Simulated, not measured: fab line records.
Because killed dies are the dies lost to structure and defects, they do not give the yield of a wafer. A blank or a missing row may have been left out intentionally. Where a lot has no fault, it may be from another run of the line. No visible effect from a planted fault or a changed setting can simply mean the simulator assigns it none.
The tool behind it: which one? -- flow berkeley-cmos170 -- 7 lots, 21 wafers sampled, at 2 steps of a route of 331

## WHAT EACH GAUGE READ, for each wafer
UCB170_SPACER_THK_MEAS_01.
lot,measured,on,SPACER_TEOS_THK (nm)
L802,day 7 18:55,film-metro-03,382 378 383
L807,day 8 20:12,film-metro-01,371 381 382
L811,day 9 08:49,film-metro-01,746 758 766
L816,day 10 16:34,film-metro-03,380 383 380
L819,day 11 17:17,film-metro-04,367 376 371
L821,day 12 20:41,film-metro-03,378 370 380
L823,day 12 20:11,film-metro-01,366 379 377

## WHICH TOOL RAN EACH LOT (tool, then ch and the chambers of the sampled wafers, then the start)
lot,UCB170_SPACER_CVD_00
L802,"pecvd-04 ch 0,1,2, day 7 18:52"
L807,"pecvd-02 ch 1,2, day 8 20:08"
L811,"pecvd-02 ch 0,2, day 9 08:34"
L816,"pecvd-04 ch 0,1,2, day 10 16:30"
L819,"pecvd-01 ch 0,1, day 11 17:14"
L821,"pecvd-01 ch 0,1,2, day 12 20:38"
L823,"pecvd-02 ch 0,2, day 12 20:04"
- UCB170_SPACER_CVD_00: deposits SiO2 from TEOS/O2, target thk 376 nm, time 47 s.

## THE ANSWER, worked out from the rows above alone
Rule: the lots themselves supply what counts as usual. The widest of any qualifying gaps counts: lots, ordered by their means at a reading, are off when they make up no more than a third of the lots, leave a main group of 4 or more, and stand apart from it by 3 or more times the standard deviation of that group's means. A main group is skipped when, at the precision printed for the reading in the tables above, its means are all equal. Also off: a lot with no number at a reading for which 4 or more lots have one. Any other lot the step has rows for is counted as sound.
Off: L811, seen at UCB170_SPACER_THK_MEAS_01 (SPACER_TEOS_THK). Main group: mean 377 nm, sd 3.5.
A tool fits if, at a process step before that reading, it ran every lot that is off, and no sound lot after the first of them. Gauges at UCB170_SPACER_THK_MEAS_01: tried the same way as those tools. No candidate that was tried fits.

## WHAT THE SIMULATOR HAD INSERTED
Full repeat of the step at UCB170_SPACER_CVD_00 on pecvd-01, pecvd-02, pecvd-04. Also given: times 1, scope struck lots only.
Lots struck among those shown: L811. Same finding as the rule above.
